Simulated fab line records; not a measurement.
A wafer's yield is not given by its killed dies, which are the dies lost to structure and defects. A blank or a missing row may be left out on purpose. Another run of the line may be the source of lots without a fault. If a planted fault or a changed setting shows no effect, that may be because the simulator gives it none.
fab line records || flow berkeley-cmos170
record: {"lots": 15, "wafers": 45, "last-day": 12}
route steps=331 shown PWELL@47 WELLDRIVE@56 FIELD@126 V2@305
lots with no fault: from the same line, run without faults
start-h: the number of hours between the record's first day and the start of the first shown wafer of the lot || wait-h: hours elapsed since this lot's preceding step || " the same as in the row above || L1.1+2: a single row standing in for several wafers || - no value, or no start was given || * or withheld: withheld || < > ~ a bound
route shown NAME@n: NAME is a module with steps in the file, n the number in the route of the first one || usual: mean/standard deviation taken from wafers without a fault || same: alike in all rows || chamber/n: place in a boat || sites: the reading at each site || _std_site: the standard deviation of these || _edge_site: mean of outer sites minus mean of inner sites || radius-mm: for every site, how far away it sits from the centre of the wafer || mask NAME#n: copy n || behind: the last tool/chamber to shape the wafer || hold: why the lot went on hold/how many hours it stayed there/how the hold came to an end || device: names the non-switching transistor (n, p or np) || end of line: at the end of the route, the tests of the same wafers || a step without rows: its recipe alone || killed: count of dies lost to structure and defects at first sort (not the wafer's yield) || map: the dies of a wafer, with x for killed, . for not killed, _ for no die there
set.NAME: the setting that was run; set.NAME@STEP: the one run at that earlier step || model.NAME: the simulator's own value behind a step, which no gauge read
route steps across a sampled set of lots; one table per step, one row per wafer
services: from which hour (start-h, from the record's first day; less than 0 if before it) a tool's chamber was out of use, for how many hours, and why
== steps ==
step: UCB170_PWELL_OVL_MEAS_13
usual: {"PWELL_OVL": "6/6.2"}
{"lot.wafer": "L177.1", "tool": "overlay-01", "chamber": "-", "start-h": 45.96, "wait-h": "-", "PWELL_OVL[nm]": 10}
{"lot.wafer": "L177.2", "tool": "overlay-01", "chamber": "-", "start-h": 45.96, "wait-h": "-", "PWELL_OVL[nm]": -3}
{"lot.wafer": "L177.3", "tool": "overlay-01", "chamber": "-", "start-h": 45.96, "wait-h": "-", "PWELL_OVL[nm]": 10}
{"lot.wafer": "L179.2", "tool": "overlay-01", "chamber": "-", "start-h": 53.47, "wait-h": "-", "PWELL_OVL[nm]": -2}
{"lot.wafer": "L179.3", "tool": "overlay-01", "chamber": "-", "start-h": 53.47, "wait-h": "-", "PWELL_OVL[nm]": 6}
{"lot.wafer": "L179.4", "tool": "overlay-01", "chamber": "-", "start-h": 53.47, "wait-h": "-", "PWELL_OVL[nm]": 3}
{"lot.wafer": "L180.1", "tool": "overlay-02", "chamber": "-", "start-h": 64.37, "wait-h": "-", "PWELL_OVL[nm]": 3}
{"lot.wafer": "L180.2", "tool": "overlay-02", "chamber": "-", "start-h": 64.37, "wait-h": "-", "PWELL_OVL[nm]": -9}
{"lot.wafer": "L180.4", "tool": "overlay-02", "chamber": "-", "start-h": 64.37, "wait-h": "-", "PWELL_OVL[nm]": -6}
{"lot.wafer": "L183.2", "tool": "overlay-01", "chamber": "-", "start-h": 80.62, "wait-h": "-", "PWELL_OVL[nm]": 9}
{"lot.wafer": "L183.5", "tool": "overlay-01", "chamber": "-", "start-h": 80.62, "wait-h": "-", "PWELL_OVL[nm]": 8}
{"lot.wafer": "L183.6", "tool": "overlay-01", "chamber": "-", "start-h": 80.62, "wait-h": "-", "PWELL_OVL[nm]": 12}
{"lot.wafer": "L184.3", "tool": "overlay-02", "chamber": "-", "start-h": 81.18, "wait-h": "-", "PWELL_OVL[nm]": 2}
{"lot.wafer": "L184.4", "tool": "overlay-02", "chamber": "-", "start-h": 81.18, "wait-h": "-", "PWELL_OVL[nm]": 8}
{"lot.wafer": "L184.6", "tool": "overlay-02", "chamber": "-", "start-h": 81.18, "wait-h": "-", "PWELL_OVL[nm]": 5}
{"lot.wafer": "L185.1", "tool": "overlay-01", "chamber": "-", "start-h": 84.84, "wait-h": "-", "PWELL_OVL[nm]": 4}
{"lot.wafer": "L185.5", "tool": "overlay-01", "chamber": "-", "start-h": 84.84, "wait-h": "-", "PWELL_OVL[nm]": 3}
{"lot.wafer": "L185.6", "tool": "overlay-01", "chamber": "-", "start-h": 84.84, "wait-h": "-", "PWELL_OVL[nm]": 11}
{"lot.wafer": "L186.4", "tool": "overlay-01", "chamber": "-", "start-h": 90.74, "wait-h": "-", "PWELL_OVL[nm]": 10}
{"lot.wafer": "L186.5", "tool": "overlay-01", "chamber": "-", "start-h": 90.74, "wait-h": "-", "PWELL_OVL[nm]": 11}
{"lot.wafer": "L186.6", "tool": "overlay-01", "chamber": "-", "start-h": 90.74, "wait-h": "-", "PWELL_OVL[nm]": 13}
{"lot.wafer": "L187.1", "tool": "overlay-01", "chamber": "-", "start-h": 98.28, "wait-h": "-", "PWELL_OVL[nm]": 4}
{"lot.wafer": "L187.2", "tool": "overlay-01", "chamber": "-", "start-h": 98.28, "wait-h": "-", "PWELL_OVL[nm]": -4}
{"lot.wafer": "L187.5", "tool": "overlay-01", "chamber": "-", "start-h": 98.28, "wait-h": "-", "PWELL_OVL[nm]": 2}
{"lot.wafer": "L188.2", "tool": "overlay-02", "chamber": "-", "start-h": 105.31, "wait-h": "-", "PWELL_OVL[nm]": 10}
{"lot.wafer": "L188.3", "tool": "overlay-02", "chamber": "-", "start-h": 105.31, "wait-h": "-", "PWELL_OVL[nm]": 13}
{"lot.wafer": "L188.6", "tool": "overlay-02", "chamber": "-", "start-h": 105.31, "wait-h": "-", "PWELL_OVL[nm]": 12}
{"lot.wafer": "L193.1", "tool": "overlay-01", "chamber": "-", "start-h": 127.37, "wait-h": "-", "PWELL_OVL[nm]": 8}
{"lot.wafer": "L193.3", "tool": "overlay-01", "chamber": "-", "start-h": 127.37, "wait-h": "-", "PWELL_OVL[nm]": 1}
{"lot.wafer": "L193.4", "tool": "overlay-01", "chamber": "-", "start-h": 127.37, "wait-h": "-", "PWELL_OVL[nm]": 4}
{"lot.wafer": "L194.2", "tool": "overlay-01", "chamber": "-", "start-h": 135.59, "wait-h": "-", "PWELL_OVL[nm]": 0}
{"lot.wafer": "L194.3", "tool": "overlay-01", "chamber": "-", "start-h": 135.59, "wait-h": "-", "PWELL_OVL[nm]": 7}
{"lot.wafer": "L194.5", "tool": "overlay-01", "chamber": "-", "start-h": 135.59, "wait-h": "-", "PWELL_OVL[nm]": 3}
{"lot.wafer": "L195.2", "tool": "overlay-01", "chamber": "-", "start-h": 144.34, "wait-h": "-", "PWELL_OVL[nm]": 13}
{"lot.wafer": "L195.4", "tool": "overlay-01", "chamber": "-", "start-h": 144.34, "wait-h": "-", "PWELL_OVL[nm]": 5}
{"lot.wafer": "L195.6", "tool": "overlay-01", "chamber": "-", "start-h": 144.34, "wait-h": "-", "PWELL_OVL[nm]": 13}
{"lot.wafer": "L196.2", "tool": "overlay-02", "chamber": "-", "start-h": 144.54, "wait-h": "-", "PWELL_OVL[nm]": 11}
{"lot.wafer": "L196.4", "tool": "overlay-02", "chamber": "-", "start-h": 144.54, "wait-h": "-", "PWELL_OVL[nm]": 11}
{"lot.wafer": "L196.6", "tool": "overlay-02", "chamber": "-", "start-h": 144.54, "wait-h": "-", "PWELL_OVL[nm]": 13}
{"lot.wafer": "L197.1", "tool": "overlay-01", "chamber": "-", "start-h": 144.60, "wait-h": "-", "PWELL_OVL[nm]": 11}
{"lot.wafer": "L197.5", "tool": "overlay-01", "chamber": "-", "start-h": 144.60, "wait-h": "-", "PWELL_OVL[nm]": 12}
{"lot.wafer": "L197.6", "tool": "overlay-01", "chamber": "-", "start-h": 144.60, "wait-h": "-", "PWELL_OVL[nm]": 9}
{"lot.wafer": "L200.1", "tool": "overlay-01", "chamber": "-", "start-h": 170.77, "wait-h": "-", "PWELL_OVL[nm]": 0}
{"lot.wafer": "L200.2", "tool": "overlay-01", "chamber": "-", "start-h": 170.77, "wait-h": "-", "PWELL_OVL[nm]": 5}
{"lot.wafer": "L200.4", "tool": "overlay-01", "chamber": "-", "start-h": 170.77, "wait-h": "-", "PWELL_OVL[nm]": 3}
step: UCB170_WELLDRIVE_OXIDATION_01
recipe: {"temp-c": 1100, "ambient": "O2", "target-thk-a": 1990, "ox-time-s": 9000}
usual: {"ox-temp-c": "1100.0/0.41", "ox-temp-c-max": "1105.2/1.5", "zone-power-centre-pct": "55/5.5"}
{"lot.wafer": "L177.1", "tool": "furnace-02", "chamber": 0, "start-h": 56.08, "wait-h": 0.9, "ox-temp-c": 1100.4, "ox-temp-c-max": 1103.2, "zone-power-centre-pct": 51}
{"lot.wafer": "L177.2", "tool": "furnace-02", "chamber": 0, "start-h": 56.08, "wait-h": 0.9, "ox-temp-c": 1099.8, "ox-temp-c-max": 1103.3, "zone-power-centre-pct": 51}
{"lot.wafer": "L177.3", "tool": "furnace-02", "chamber": 0, "start-h": 56.08, "wait-h": 0.9, "ox-temp-c": 1100.6, "ox-temp-c-max": 1103.7, "zone-power-centre-pct": 51}
{"lot.wafer": "L179.2", "tool": "furnace-03", "chamber": 0, "start-h": 62.17, "wait-h": 2.8, "ox-temp-c": 1099.9, "ox-temp-c-max": 1104.7, "zone-power-centre-pct": 60}
{"lot.wafer": "L179.3", "tool": "furnace-03", "chamber": 0, "start-h": 62.17, "wait-h": 2.8, "ox-temp-c": 1100.0, "ox-temp-c-max": 1104.4, "zone-power-centre-pct": 61}
{"lot.wafer": "L179.4", "tool": "furnace-03", "chamber": 0, "start-h": 62.17, "wait-h": 2.8, "ox-temp-c": 1100.6, "ox-temp-c-max": 1106.2, "zone-power-centre-pct": 59}
{"lot.wafer": "L180.1", "tool": "furnace-04", "chamber": 0, "start-h": 73.44, "wait-h": 1.8, "ox-temp-c": 1100.1, "ox-temp-c-max": 1104.7, "zone-power-centre-pct": 47}
{"lot.wafer": "L180.2", "tool": "furnace-04", "chamber": 0, "start-h": 73.44, "wait-h": 1.8, "ox-temp-c": 1099.4, "ox-temp-c-max": 1104.2, "zone-power-centre-pct": 48}
{"lot.wafer": "L180.4", "tool": "furnace-04", "chamber": 0, "start-h": 73.44, "wait-h": 1.8, "ox-temp-c": 1100.0, "ox-temp-c-max": 1104.2, "zone-power-centre-pct": 47}
{"lot.wafer": "L183.2", "tool": "furnace-02", "chamber": 0, "start-h": 88.25, "wait-h": 2.3, "ox-temp-c": 1100.7, "ox-temp-c-max": 1102.9, "zone-power-centre-pct": 51}
{"lot.wafer": "L183.5", "tool": "furnace-02", "chamber": 0, "start-h": 88.25, "wait-h": 2.3, "ox-temp-c": 1099.6, "ox-temp-c-max": 1102.0, "zone-power-centre-pct": 51}
{"lot.wafer": "L183.6", "tool": "furnace-02", "chamber": 0, "start-h": 88.25, "wait-h": 2.3, "ox-temp-c": 1100.1, "ox-temp-c-max": 1103.0, "zone-power-centre-pct": 51}
{"lot.wafer": "L184.3", "tool": "furnace-03", "chamber": 0, "start-h": 92.24, "wait-h": 2.2, "ox-temp-c": 1099.6, "ox-temp-c-max": 1105.9, "zone-power-centre-pct": 59}
{"lot.wafer": "L184.4", "tool": "furnace-03", "chamber": 0, "start-h": 92.24, "wait-h": 2.2, "ox-temp-c": 1100.2, "ox-temp-c-max": 1105.4, "zone-power-centre-pct": 60}
{"lot.wafer": "L184.6", "tool": "furnace-03", "chamber": 0, "start-h": 92.24, "wait-h": 2.2, "ox-temp-c": 1099.5, "ox-temp-c-max": 1104.3, "zone-power-centre-pct": 61}
{"lot.wafer": "L185.1", "tool": "furnace-03", "chamber": 0, "start-h": 92.24, "wait-h": 2.2, "ox-temp-c": 1099.9, "ox-temp-c-max": 1104.7, "zone-power-centre-pct": 59}
{"lot.wafer": "L185.5", "tool": "furnace-03", "chamber": 0, "start-h": 92.24, "wait-h": 2.2, "ox-temp-c": 1099.6, "ox-temp-c-max": 1104.4, "zone-power-centre-pct": 60}
{"lot.wafer": "L185.6", "tool": "furnace-03", "chamber": 0, "start-h": 92.24, "wait-h": 2.2, "ox-temp-c": 1100.3, "ox-temp-c-max": 1106.8, "zone-power-centre-pct": 59}
{"lot.wafer": "L186.4", "tool": "furnace-04", "chamber": "-", "start-h": 99.46, "wait-h": 2.6, "ox-temp-c": "-", "ox-temp-c-max": "-", "zone-power-centre-pct": "-"}
{"lot.wafer": "L186.5", "tool": "furnace-04", "chamber": "-", "start-h": 99.46, "wait-h": 2.6, "ox-temp-c": "-", "ox-temp-c-max": "-", "zone-power-centre-pct": "-"}
{"lot.wafer": "L186.6", "tool": "furnace-04", "chamber": "-", "start-h": 99.46, "wait-h": 2.6, "ox-temp-c": "-", "ox-temp-c-max": "-", "zone-power-centre-pct": "-"}
{"lot.wafer": "L187.1", "tool": "furnace-03", "chamber": "-", "start-h": 105.68, "wait-h": 2.6, "ox-temp-c": "-", "ox-temp-c-max": "-", "zone-power-centre-pct": "-"}
{"lot.wafer": "L187.2", "tool": "furnace-03", "chamber": "-", "start-h": 105.68, "wait-h": 2.6, "ox-temp-c": "-", "ox-temp-c-max": "-", "zone-power-centre-pct": "-"}
{"lot.wafer": "L187.5", "tool": "furnace-03", "chamber": "-", "start-h": 105.68, "wait-h": 2.6, "ox-temp-c": "-", "ox-temp-c-max": "-", "zone-power-centre-pct": "-"}
{"lot.wafer": "L188.2", "tool": "furnace-03", "chamber": "-", "start-h": 112.18, "wait-h": 1.5, "ox-temp-c": "-", "ox-temp-c-max": "-", "zone-power-centre-pct": "-"}
{"lot.wafer": "L188.3", "tool": "furnace-03", "chamber": "-", "start-h": 112.18, "wait-h": 1.5, "ox-temp-c": "-", "ox-temp-c-max": "-", "zone-power-centre-pct": "-"}
{"lot.wafer": "L188.6", "tool": "furnace-03", "chamber": "-", "start-h": 112.18, "wait-h": 1.5, "ox-temp-c": "-", "ox-temp-c-max": "-", "zone-power-centre-pct": "-"}
{"lot.wafer": "L193.1", "tool": "furnace-03", "chamber": 0, "start-h": 137.07, "wait-h": 4.6, "ox-temp-c": 1100.0, "ox-temp-c-max": 1105.4, "zone-power-centre-pct": 60}
{"lot.wafer": "L193.3", "tool": "furnace-03", "chamber": 0, "start-h": 137.07, "wait-h": 4.6, "ox-temp-c": 1101.0, "ox-temp-c-max": 1107.9, "zone-power-centre-pct": 61}
{"lot.wafer": "L193.4", "tool": "furnace-03", "chamber": 0, "start-h": 137.07, "wait-h": 4.6, "ox-temp-c": 1100.5, "ox-temp-c-max": 1107.4, "zone-power-centre-pct": 60}
{"lot.wafer": "L194.2", "tool": "furnace-03", "chamber": 0, "start-h": 143.32, "wait-h": 2.9, "ox-temp-c": 1099.8, "ox-temp-c-max": 1104.7, "zone-power-centre-pct": 61}
{"lot.wafer": "L194.3", "tool": "furnace-03", "chamber": 0, "start-h": 143.32, "wait-h": 2.9, "ox-temp-c": 1100.8, "ox-temp-c-max": 1107.8, "zone-power-centre-pct": 60}
{"lot.wafer": "L194.5", "tool": "furnace-03", "chamber": 0, "start-h": 143.32, "wait-h": 2.9, "ox-temp-c": 1100.1, "ox-temp-c-max": 1107.3, "zone-power-centre-pct": 59}
{"lot.wafer": "L195.2", "tool": "furnace-04", "chamber": 0, "start-h": 150.72, "wait-h": 1.0, "ox-temp-c": 1099.5, "ox-temp-c-max": 1104.0, "zone-power-centre-pct": 46}
{"lot.wafer": "L195.4", "tool": "furnace-04", "chamber": 0, "start-h": 150.72, "wait-h": 1.0, "ox-temp-c": 1100.3, "ox-temp-c-max": 1106.4, "zone-power-centre-pct": 47}
{"lot.wafer": "L195.6", "tool": "furnace-04", "chamber": 0, "start-h": 150.72, "wait-h": 1.0, "ox-temp-c": 1100.1, "ox-temp-c-max": 1104.9, "zone-power-centre-pct": 47}
{"lot.wafer": "L196.2", "tool": "furnace-04", "chamber": 0, "start-h": 150.72, "wait-h": 1.0, "ox-temp-c": 1099.2, "ox-temp-c-max": 1103.2, "zone-power-centre-pct": 47}
{"lot.wafer": "L196.4", "tool": "furnace-04", "chamber": 0, "start-h": 150.72, "wait-h": 1.0, "ox-temp-c": 1099.4, "ox-temp-c-max": 1104.4, "zone-power-centre-pct": 47}
{"lot.wafer": "L196.6", "tool": "furnace-04", "chamber": 0, "start-h": 150.72, "wait-h": 1.0, "ox-temp-c": 1099.9, "ox-temp-c-max": 1104.3, "zone-power-centre-pct": 48}
{"lot.wafer": "L197.1", "tool": "furnace-04", "chamber": 0, "start-h": 150.72, "wait-h": 1.0, "ox-temp-c": 1099.3, "ox-temp-c-max": 1105.2, "zone-power-centre-pct": 47}
{"lot.wafer": "L197.5", "tool": "furnace-04", "chamber": 0, "start-h": 150.72, "wait-h": 1.0, "ox-temp-c": 1099.7, "ox-temp-c-max": 1105.4, "zone-power-centre-pct": 48}
{"lot.wafer": "L197.6", "tool": "furnace-04", "chamber": 0, "start-h": 150.72, "wait-h": 1.0, "ox-temp-c": 1099.9, "ox-temp-c-max": 1105.3, "zone-power-centre-pct": 47}
{"lot.wafer": "L200.1", "tool": "furnace-03", "chamber": 0, "start-h": 177.15, "wait-h": 0.9, "ox-temp-c": 1100.0, "ox-temp-c-max": 1104.6, "zone-power-centre-pct": 60}
{"lot.wafer": "L200.2", "tool": "furnace-03", "chamber": 0, "start-h": 177.15, "wait-h": 0.9, "ox-temp-c": 1099.6, "ox-temp-c-max": 1107.3, "zone-power-centre-pct": 61}
{"lot.wafer": "L200.4", "tool": "furnace-03", "chamber": 0, "start-h": 177.15, "wait-h": 0.9, "ox-temp-c": 1099.9, "ox-temp-c-max": 1107.7, "zone-power-centre-pct": 60}
step: UCB170_FIELD_THK_MEAS_91
recipe: {"reads": "SiO2_of_FIELD_OXIDATION_01"}
usual: {"FIELD_OXIDE_LEFT_2_THK": "351/10"}
{"lot.wafer": "L177.1", "tool": "film-metro-04", "chamber": "-", "start-h": 114.22, "wait-h": 0.0, "FIELD_OXIDE_LEFT_2_THK[nm]": 340}
{"lot.wafer": "L177.2", "tool": "film-metro-04", "chamber": "-", "start-h": 114.22, "wait-h": 0.0, "FIELD_OXIDE_LEFT_2_THK[nm]": 353}
{"lot.wafer": "L177.3", "tool": "film-metro-04", "chamber": "-", "start-h": 114.22, "wait-h": 0.0, "FIELD_OXIDE_LEFT_2_THK[nm]": 341}
{"lot.wafer": "L179.2", "tool": "film-metro-04", "chamber": "-", "start-h": 116.68, "wait-h": 0.0, "FIELD_OXIDE_LEFT_2_THK[nm]": 357}
{"lot.wafer": "L179.3", "tool": "film-metro-04", "chamber": "-", "start-h": 116.68, "wait-h": 0.0, "FIELD_OXIDE_LEFT_2_THK[nm]": 349}
{"lot.wafer": "L179.4", "tool": "film-metro-04", "chamber": "-", "start-h": 116.68, "wait-h": 0.0, "FIELD_OXIDE_LEFT_2_THK[nm]": 349}
{"lot.wafer": "L180.1", "tool": "film-metro-01", "chamber": "-", "start-h": 121.06, "wait-h": 0.0, "FIELD_OXIDE_LEFT_2_THK[nm]": 343}
{"lot.wafer": "L180.2", "tool": "film-metro-01", "chamber": "-", "start-h": 121.06, "wait-h": 0.0, "FIELD_OXIDE_LEFT_2_THK[nm]": 340}
{"lot.wafer": "L180.4", "tool": "film-metro-01", "chamber": "-", "start-h": 121.06, "wait-h": 0.0, "FIELD_OXIDE_LEFT_2_THK[nm]": 341}
{"lot.wafer": "L184.3", "tool": "film-metro-04", "chamber": "-", "start-h": 151.49, "wait-h": 0.0, "FIELD_OXIDE_LEFT_2_THK[nm]": 365}
{"lot.wafer": "L184.4", "tool": "film-metro-04", "chamber": "-", "start-h": 151.49, "wait-h": 0.0, "FIELD_OXIDE_LEFT_2_THK[nm]": 363}
{"lot.wafer": "L184.6", "tool": "film-metro-04", "chamber": "-", "start-h": 151.49, "wait-h": 0.0, "FIELD_OXIDE_LEFT_2_THK[nm]": 359}
{"lot.wafer": "L185.1", "tool": "film-metro-02", "chamber": "-", "start-h": 151.62, "wait-h": 0.0, "FIELD_OXIDE_LEFT_2_THK[nm]": 365}
{"lot.wafer": "L185.5", "tool": "film-metro-02", "chamber": "-", "start-h": 151.62, "wait-h": 0.0, "FIELD_OXIDE_LEFT_2_THK[nm]": 358}
{"lot.wafer": "L185.6", "tool": "film-metro-02", "chamber": "-", "start-h": 151.62, "wait-h": 0.0, "FIELD_OXIDE_LEFT_2_THK[nm]": 361}
{"lot.wafer": "L183.2", "tool": "film-metro-01", "chamber": "-", "start-h": 151.90, "wait-h": 0.0, "FIELD_OXIDE_LEFT_2_THK[nm]": 345}
{"lot.wafer": "L183.5", "tool": "film-metro-01", "chamber": "-", "start-h": 151.90, "wait-h": 0.0, "FIELD_OXIDE_LEFT_2_THK[nm]": 349}
{"lot.wafer": "L183.6", "tool": "film-metro-01", "chamber": "-", "start-h": 151.90, "wait-h": 0.0, "FIELD_OXIDE_LEFT_2_THK[nm]": 356}
{"lot.wafer": "L194.2", "tool": "film-metro-01", "chamber": "-", "start-h": 190.20, "wait-h": 0.0, "FIELD_OXIDE_LEFT_2_THK[nm]": 351}
{"lot.wafer": "L194.3", "tool": "film-metro-01", "chamber": "-", "start-h": 190.20, "wait-h": 0.0, "FIELD_OXIDE_LEFT_2_THK[nm]": 348}
{"lot.wafer": "L194.5", "tool": "film-metro-01", "chamber": "-", "start-h": 190.20, "wait-h": 0.0, "FIELD_OXIDE_LEFT_2_THK[nm]": 356}
{"lot.wafer": "L193.1", "tool": "film-metro-01", "chamber": "-", "start-h": 190.43, "wait-h": 0.0, "FIELD_OXIDE_LEFT_2_THK[nm]": 336}
{"lot.wafer": "L193.3", "tool": "film-metro-01", "chamber": "-", "start-h": 190.43, "wait-h": 0.0, "FIELD_OXIDE_LEFT_2_THK[nm]": 339}
{"lot.wafer": "L193.4", "tool": "film-metro-01", "chamber": "-", "start-h": 190.43, "wait-h": 0.0, "FIELD_OXIDE_LEFT_2_THK[nm]": 336}
{"lot.wafer": "L195.2", "tool": "film-metro-04", "chamber": "-", "start-h": 209.52, "wait-h": 0.0, "FIELD_OXIDE_LEFT_2_THK[nm]": 341}
{"lot.wafer": "L195.4", "tool": "film-metro-04", "chamber": "-", "start-h": 209.52, "wait-h": 0.0, "FIELD_OXIDE_LEFT_2_THK[nm]": 338}
{"lot.wafer": "L195.6", "tool": "film-metro-04", "chamber": "-", "start-h": 209.52, "wait-h": 0.0, "FIELD_OXIDE_LEFT_2_THK[nm]": 338}
{"lot.wafer": "L197.1", "tool": "film-metro-02", "chamber": "-", "start-h": 209.66, "wait-h": 0.0, "FIELD_OXIDE_LEFT_2_THK[nm]": 355}
{"lot.wafer": "L197.5", "tool": "film-metro-02", "chamber": "-", "start-h": 209.66, "wait-h": 0.0, "FIELD_OXIDE_LEFT_2_THK[nm]": 351}
{"lot.wafer": "L197.6", "tool": "film-metro-02", "chamber": "-", "start-h": 209.66, "wait-h": 0.0, "FIELD_OXIDE_LEFT_2_THK[nm]": 362}
{"lot.wafer": "L196.2", "tool": "film-metro-01", "chamber": "-", "start-h": 209.82, "wait-h": 0.0, "FIELD_OXIDE_LEFT_2_THK[nm]": 343}
{"lot.wafer": "L196.4", "tool": "film-metro-01", "chamber": "-", "start-h": 209.82, "wait-h": 0.0, "FIELD_OXIDE_LEFT_2_THK[nm]": 348}
{"lot.wafer": "L196.6", "tool": "film-metro-01", "chamber": "-", "start-h": 209.82, "wait-h": 0.0, "FIELD_OXIDE_LEFT_2_THK[nm]": 350}
{"lot.wafer": "L200.1", "tool": "film-metro-01", "chamber": "-", "start-h": 232.73, "wait-h": 0.0, "FIELD_OXIDE_LEFT_2_THK[nm]": 356}
{"lot.wafer": "L200.2", "tool": "film-metro-01", "chamber": "-", "start-h": 232.73, "wait-h": 0.0, "FIELD_OXIDE_LEFT_2_THK[nm]": 353}
{"lot.wafer": "L200.4", "tool": "film-metro-01", "chamber": "-", "start-h": 232.73, "wait-h": 0.0, "FIELD_OXIDE_LEFT_2_THK[nm]": 340}
step: UCB170_V2_OVL_MEAS_13
usual: {"V2_OVL": "-3/5.1"}
{"lot.wafer": "L179.2", "tool": "overlay-01", "chamber": "-", "start-h": 167.66, "wait-h": 0.1, "V2_OVL[nm]": 1}
{"lot.wafer": "L179.3", "tool": "overlay-01", "chamber": "-", "start-h": 167.66, "wait-h": 0.1, "V2_OVL[nm]": -3}
{"lot.wafer": "L179.4", "tool": "overlay-01", "chamber": "-", "start-h": 167.66, "wait-h": 0.1, "V2_OVL[nm]": 4}
{"lot.wafer": "L177.1", "tool": "overlay-01", "chamber": "-", "start-h": 167.93, "wait-h": 0.1, "V2_OVL[nm]": -9}
{"lot.wafer": "L177.2", "tool": "overlay-01", "chamber": "-", "start-h": 167.93, "wait-h": 0.1, "V2_OVL[nm]": -5}
{"lot.wafer": "L177.3", "tool": "overlay-01", "chamber": "-", "start-h": 167.93, "wait-h": 0.1, "V2_OVL[nm]": -15}
{"lot.wafer": "L180.1", "tool": "overlay-01", "chamber": "-", "start-h": 174.71, "wait-h": 0.1, "V2_OVL[nm]": -2}
{"lot.wafer": "L180.2", "tool": "overlay-01", "chamber": "-", "start-h": 174.71, "wait-h": 0.1, "V2_OVL[nm]": 2}
{"lot.wafer": "L180.4", "tool": "overlay-01", "chamber": "-", "start-h": 174.71, "wait-h": 0.1, "V2_OVL[nm]": -5}
{"lot.wafer": "L184.3", "tool": "overlay-01", "chamber": "-", "start-h": 200.86, "wait-h": 0.1, "V2_OVL[nm]": -4}
{"lot.wafer": "L184.4", "tool": "overlay-01", "chamber": "-", "start-h": 200.86, "wait-h": 0.1, "V2_OVL[nm]": 0}
{"lot.wafer": "L184.6", "tool": "overlay-01", "chamber": "-", "start-h": 200.86, "wait-h": 0.1, "V2_OVL[nm]": 6}
{"lot.wafer": "L185.1", "tool": "overlay-02", "chamber": "-", "start-h": 200.97, "wait-h": 0.1, "V2_OVL[nm]": -8}
{"lot.wafer": "L185.5", "tool": "overlay-02", "chamber": "-", "start-h": 200.97, "wait-h": 0.1, "V2_OVL[nm]": -3}
{"lot.wafer": "L185.6", "tool": "overlay-02", "chamber": "-", "start-h": 200.97, "wait-h": 0.1, "V2_OVL[nm]": 1}
{"lot.wafer": "L183.2", "tool": "overlay-02", "chamber": "-", "start-h": 202.13, "wait-h": 0.1, "V2_OVL[nm]": -8}
{"lot.wafer": "L183.5", "tool": "overlay-02", "chamber": "-", "start-h": 202.13, "wait-h": 0.1, "V2_OVL[nm]": -9}
{"lot.wafer": "L183.6", "tool": "overlay-02", "chamber": "-", "start-h": 202.13, "wait-h": 0.1, "V2_OVL[nm]": 1}
{"lot.wafer": "L193.1", "tool": "overlay-02", "chamber": "-", "start-h": 244.16, "wait-h": 0.1, "V2_OVL[nm]": -8}
{"lot.wafer": "L193.3", "tool": "overlay-02", "chamber": "-", "start-h": 244.16, "wait-h": 0.1, "V2_OVL[nm]": -2}
{"lot.wafer": "L193.4", "tool": "overlay-02", "chamber": "-", "start-h": 244.16, "wait-h": 0.1, "V2_OVL[nm]": -1}
{"lot.wafer": "L194.2", "tool": "overlay-01", "chamber": "-", "start-h": 244.32, "wait-h": 0.1, "V2_OVL[nm]": -5}
{"lot.wafer": "L194.3", "tool": "overlay-01", "chamber": "-", "start-h": 244.32, "wait-h": 0.1, "V2_OVL[nm]": -11}
{"lot.wafer": "L194.5", "tool": "overlay-01", "chamber": "-", "start-h": 244.32, "wait-h": 0.1, "V2_OVL[nm]": -6}
{"lot.wafer": "L195.2", "tool": "overlay-01", "chamber": "-", "start-h": 258.13, "wait-h": 0.1, "V2_OVL[nm]": -6}
{"lot.wafer": "L195.4", "tool": "overlay-01", "chamber": "-", "start-h": 258.13, "wait-h": 0.1, "V2_OVL[nm]": -10}
{"lot.wafer": "L195.6", "tool": "overlay-01", "chamber": "-", "start-h": 258.13, "wait-h": 0.1, "V2_OVL[nm]": -5}
{"lot.wafer": "L197.1", "tool": "overlay-02", "chamber": "-", "start-h": 258.50, "wait-h": 0.1, "V2_OVL[nm]": 3}
{"lot.wafer": "L197.5", "tool": "overlay-02", "chamber": "-", "start-h": 258.50, "wait-h": 0.1, "V2_OVL[nm]": -7}
{"lot.wafer": "L197.6", "tool": "overlay-02", "chamber": "-", "start-h": 258.50, "wait-h": 0.1, "V2_OVL[nm]": 2}
{"lot.wafer": "L196.2", "tool": "overlay-02", "chamber": "-", "start-h": 259.13, "wait-h": 0.1, "V2_OVL[nm]": 1}
{"lot.wafer": "L196.4", "tool": "overlay-02", "chamber": "-", "start-h": 259.13, "wait-h": 0.1, "V2_OVL[nm]": -4}
{"lot.wafer": "L196.6", "tool": "overlay-02", "chamber": "-", "start-h": 259.13, "wait-h": 0.1, "V2_OVL[nm]": 0}
{"lot.wafer": "L200.1", "tool": "overlay-02", "chamber": "-", "start-h": 285.03, "wait-h": 0.1, "V2_OVL[nm]": -2}
{"lot.wafer": "L200.2", "tool": "overlay-02", "chamber": "-", "start-h": 285.03, "wait-h": 0.1, "V2_OVL[nm]": 4}
{"lot.wafer": "L200.4", "tool": "overlay-02", "chamber": "-", "start-h": 285.03, "wait-h": 0.1, "V2_OVL[nm]": 11}
== services ==
{"tool": "furnace-02", "chamber": "-", "start-h": 39.15, "hours": 3.9, "kind": "pm"}
{"tool": "furnace-02", "chamber": "-", "start-h": 65.01, "hours": 4.1, "kind": "pm"}
{"tool": "furnace-03", "chamber": "-", "start-h": 81.68, "hours": 3.3, "kind": "pm"}
== key ==
first-sign: {"step": "UCB170_WELLDRIVE_OXIDATION_01", "reading": "tool-record", "direction": "missing"}
effect none on later readings
met-at UCB170_WELLDRIVE_OXIDATION_01
struck-lots L186,L187,L188
later-rows-left-out L186.4,L186.5,L186.6,L187.1,L187.2,L187.5,L188.2,L188.3,L188.6
sort-left-out L186.4,L186.5,L186.6,L187.1,L187.2,L187.5,L188.2,L188.3,L188.6
tester-left-out L186,L187,L188
not-acting-at UCB170_PWELL_OVL_MEAS_13,UCB170_FIELD_THK_MEAS_91,UCB170_V2_OVL_MEAS_13
onset-between 92.24 99.46
fault: {"kind": "skipped-step-whole", "tool": "furnace-03,furnace-04", "chamber": "-", "onset-h": 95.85, "steps": "UCB170_WELLDRIVE_OXIDATION_01", "scope": "struck-lots-only"}
tester-left-out: of these lots the tester's yield and bins aren't shown, on N5 and GAA mostly nor the transistor test; their killed dies are dies lost to structure and defects alone, not to doping, threshold or leakage, so they don't give the yield
sort-left-out: the simulated sort isn't trusted on such a fault, so these wafers' sort isn't shown, and their yield isn't known
later-rows-left-out: the simulator's readings of these wafers behind a module that went badly wrong aren't trusted and aren't shown, but for the sort
